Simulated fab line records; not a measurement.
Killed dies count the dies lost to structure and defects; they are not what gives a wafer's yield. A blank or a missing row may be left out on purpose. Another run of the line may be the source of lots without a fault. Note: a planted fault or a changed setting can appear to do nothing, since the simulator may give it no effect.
Comparing a struck lot with a sound one -- flow berkeleyCmos170 -- 19 out of 331 route steps
Sound: these wafers, L663.2, L663.3, L663.6. The struck wafers were L670.3, L670.4, L670.5. The cause comes at the end.
Each step with rows lists, per side, the tool, then ch with its chambers, then its first start. Under that, the readings that differ: sound wafers -- struck wafers -- difference of the means -- sigmas: that difference in standard deviations of wafers without a fault.
alike: readings with means less than 2 such deviations apart, plus words and numbers identical on both sides. not compared: withheld readings, readings lacking a value on some wafer, bounds such as >300 that could conceal the same value, and numbers that have no deviation in the record and whose values overlap.
The two part at a step that has a row with sigmas, a row that says differs or no value, or rows on one side only. Numbers that don't overlap but have no deviation are shown without sigmas and don't part them. A reading that every wafer of one side lacks parts them only if that side has two wafers or more.

UCB170_M1_CD_MEAS_90: target cd 700 nm.
  sound on cdSem-02, day 6 22:11; struck on cdSem-02, day 8 12:13
  alike: cdNm
then, 1 step without rows for these wafers: UCB170_M1_ANNEAL_14 (time 1200 s).
UCB170_V1_CVD_00: deposits SiO2 from TEOS/O2, target thk 2000 nm, time 250 s.
  sound on pecvd-04 ch 0,2, day 7 01:23; struck on pecvd-04 ch 1,2, day 8 16:31
  alike: heaterPowerW
UCB170_V1_THK_MEAS_01:
  sound on filmMetro-01, day 7 01:33; struck on filmMetro-04, day 8 16:41
  alike: V1_TEOS_THK
UCB170_V1_CMP_02: polishes SiO2.
  sound on cmp-02 ch 1,2, day 7 01:36; struck on cmp-01 ch 0,2,3, day 8 16:50
  alike: motorCurrentA, platenRpm
UCB170_V1_BOW_MEAS_03:
  sound on filmMetro-03, day 7 01:55; struck on filmMetro-04, day 8 17:04
  alike: V1_BOW
UCB170_V1_THK_MEAS_04:
  sound on filmMetro-03, day 7 02:02; struck on filmMetro-04, day 8 17:10
  alike: V1_POLISHED_THK
then, 5 steps without rows for these wafers: UCB170_V1_CLEAN_05 (cleans in DIW); UCB170_V1_HMDS_06 (prime time 60 s); UCB170_V1_COAT_07 (resist thk 900 nm); UCB170_V1_SOFTBAKE_08 (time 60 s); UCB170_V1_EXPOSE_09 (exposes mask VIA1, target cd 700 nm).
UCB170_V1_PEB_10:
  sound on lithoTrack-01 ch 0, day 7 03:05; struck on lithoTrack-04 ch 0, day 8 18:07
then, 1 step without rows for these wafers: UCB170_V1_DEVELOP_11 (develop time 45 s).
UCB170_V1_CD_MEAS_12: target cd 700 nm.
  sound on cdSem-01, day 7 03:21; struck on cdSem-01, day 8 18:23
reading,sound,struck,difference,sigmas
cdNm (nm),700.0 701.1 699.4,714.6 715.6 714.9,+14.9,+10
UCB170_V1_OVL_MEAS_13:
  sound on overlay-01, day 7 03:27; struck on overlay-01, day 8 18:29
reading,sound,struck,difference,sigmas
V1_OVL (nm),-3 -4 -7,-22 -11 -13,-11,-2
UCB170_V1_ETCH_14: etches SiO2 in CHF3/CF4/Ar, stops on Al, target depth 1250 nm, time 291 s.
  sound on rieDiel-04 ch 1,3, day 7 03:29; struck on rieDiel-04 ch 1,2,3, day 8 18:30
reading,sound,struck,difference,sigmas
model.V1.cdNm (nm),699.9 699.9 698.4,713.3 714.3 715.8,+15.1,
  alike: drypumpMotorCurrentA, oesProductAu, throttleValvePct
  not compared: rfHoursCounterH
UCB170_V1_STRIP_15: strips in O2.
  sound on plasmaAsher-01 ch 0,1, day 7 03:40; struck on plasmaAsher-04 ch 0,1, day 8 18:43
  alike: drypumpMotorCurrentA, oesProductAu, stripTimeToEndpointS
  not compared: rfHoursCounterH
then, 1 step without rows for these wafers: UCB170_M3_PROBE_99.

## WHERE THEY PART
Earliest at UCB170_V1_CD_MEAS_12; latest, in this record, at UCB170_V1_OVL_MEAS_13. Later steps at which nothing parts them and some readings are alike: UCB170_V1_ETCH_14, UCB170_V1_STRIP_15.

WHY: whatever the simulator had introduced
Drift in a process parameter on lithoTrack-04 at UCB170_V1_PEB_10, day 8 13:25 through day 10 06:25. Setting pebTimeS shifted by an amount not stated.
